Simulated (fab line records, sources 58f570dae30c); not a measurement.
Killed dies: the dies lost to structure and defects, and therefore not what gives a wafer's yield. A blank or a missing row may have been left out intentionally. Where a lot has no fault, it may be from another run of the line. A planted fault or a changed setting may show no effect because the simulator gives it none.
Chamber matching || flow berkeley-cmos170 || UCB170_SPACER_ETCHBACK_03 on rie-diel-03 has 4 sister chambers
The step etches SiO2 in CHF3/CF4/Ar, stops on Si, target depth 376 nm, time 100 s. 4 wafers are shown with their chamber, then 7 later ones without.

WAFERS, EACH WITH ITS CHAMBER
{"wafer": "L855.4", "chamber": 1, "throttle-valve-pct (%)": 6.59}
{"wafer": "L868.6", "chamber": 2, "throttle-valve-pct (%)": 6.36}
{"wafer": "L871.1", "chamber": 3, "throttle-valve-pct (%)": 6.37}
{"wafer": "L871.4", "chamber": 0, "throttle-valve-pct (%)": 6.34}

WAFERS MISSING THEIR CHAMBER
{"wafer": "L871.6", "throttle-valve-pct (%)": 6.58}
{"wafer": "L872.1", "throttle-valve-pct (%)": 6.36}
{"wafer": "L872.4", "throttle-valve-pct (%)": 6.36}
{"wafer": "L872.5", "throttle-valve-pct (%)": 6.36}
{"wafer": "L873.2", "throttle-valve-pct (%)": 6.57}
{"wafer": "L873.5", "throttle-valve-pct (%)": 6.36}
{"wafer": "L873.6", "throttle-valve-pct (%)": 6.37}

WHICH CHAMBER EACH ONE RAN IN
{"wafer": "L871.6", "from the rows above": 1, "in truth": 1}
{"wafer": "L872.1", "from the rows above": "can't be placed: 2 or 3", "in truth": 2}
{"wafer": "L872.4", "from the rows above": "can't be placed: 2 or 3", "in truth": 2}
{"wafer": "L872.5", "from the rows above": "can't be placed: 2 or 3", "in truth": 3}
{"wafer": "L873.2", "from the rows above": 1, "in truth": 1}
{"wafer": "L873.5", "from the rows above": "can't be placed: 2 or 3", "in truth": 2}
{"wafer": "L873.6", "from the rows above": "can't be placed: 3 or 2", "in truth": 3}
2 of 7 placed correctly. Cannot be placed on the basis of these rows: 5; the candidates contain the true chamber in 5. Placed wrongly: 0.
How it was worked out, from the rows above alone: a wafer's distance from a chamber is the root of the sum, over the readings, of the square of ((its reading less the chamber's mean) divided by the reading's scatter). If the next closest chamber is less than 2 further off than the closest, the wafer can't be placed; otherwise it belongs to the closest. The mean given for a chamber averages the wafers shown for that chamber. The scatter (one wafer shown for each chamber): square how far every hidden wafer sits from the nearest shown wafer, average those squares and take the square root.
